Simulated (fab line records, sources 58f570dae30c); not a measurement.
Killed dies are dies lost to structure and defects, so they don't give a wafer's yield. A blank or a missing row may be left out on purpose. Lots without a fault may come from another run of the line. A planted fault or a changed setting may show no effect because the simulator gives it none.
Problem report in the 8D (eight disciplines) form, filled by code | flow berkeley_cmos170 | the parts of the form that need people (team, actions taken, sign-off) are left out

1. THE PROBLEM
oes_product_au at UCB170_M3_ETCH_17 reads a mean of 0.847 a.u. on 1 wafer of 1 lot; wafers without a fault read 1.000 a.u. with a standard deviation of 0.018. That is -8.5 standard deviations from the usual mean.
The step: etches BARC in N2/H2.
First seen on wafer L496.2, day 10 05:05, on rie_diel-03. The record holds 39 wafers of 13 lots with a number at this step. Rule for "out", or "out of limits": more than 4 standard deviations from the usual mean. The other wafers with a number count as sound.

2. WHAT IT IS AND WHAT IT IS NOT
question                    | is                | is not
which readings at this step | oes_product_au    | drypump_motor_current_A, throttle_valve_pct
which lots                  | L496              | L488, L490, L491, L492, L493, L494, L503, L505, L506, L508, L510, L511
which wafers of those lots  | L496.2            | L496.1, L496.4
read on which tools         | rie_diel-03       | rie_diel-02, rie_diel-04
when                        | from day 10 05:05 | up to then (20 sound wafers); but 18 sound wafers of L503, L505, L506, L508, L510, L511 came after

3. SUSPECTS, AND WHAT RULES EACH OUT
Counting: a tool at a process step up to the reading stays a suspect if it ran every lot that is out. Sound lots after the first of them don't rule it out here, since some wafers of a struck lot are sound.
- litho_track-03 at UCB170_V2_SOFTBAKE_08 (time 61.46 s): kept. It ran the lot that is out, L496 (day 10 01:38); its last sound lot up to then is L490 (day 9 07:30).
- rie_diel-03 at UCB170_M3_ETCH_17 (etches BARC in N2/H2): kept. It ran the lot that is out, L496 (day 10 05:05); its last sound lot up to then is L491 (day 9 11:56). Its own readings are out on those wafers: oes_product_au.
- Within rie_diel-03 at UCB170_M3_ETCH_17: the wafers that are out ran in chamber 3; their sound lot-mates ran in chamber 0.
Left after counting: litho_track-03 at UCB170_V2_SOFTBAKE_08, rie_diel-03 at UCB170_M3_ETCH_17.

4. THE CAUSE (what the simulator had put in)
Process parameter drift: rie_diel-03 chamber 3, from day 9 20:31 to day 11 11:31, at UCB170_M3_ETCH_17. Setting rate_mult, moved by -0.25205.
Counting left 2 suspects, and this tool is among them.

5. THE CHAIN OF EFFECTS, in route order
Each row: a reading whose mean over the struck wafers that have a number lies more than 3 standard deviations from the usual. Only readings for which the record gives a usual standard deviation are gone through. hours: the time from each lot's start at the first step in this table that gives one to its start at this step, as a median over the lots. sigmas: the change in usual standard deviations.
hours | step              | reading        | usual      | on struck wafers | change | sigmas
0     | UCB170_M3_ETCH_17 | oes_product_au | 1.000 a.u. | 0.847            | -0.153 | -8.5
The process steps in it:
- UCB170_M3_ETCH_17: etches BARC in N2/H2.

6. WHAT WOULD HAVE CAUGHT IT SOONER
In this record the first reading out of limits was taken at day 10 05:05, 9 hours after the fault began at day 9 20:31.
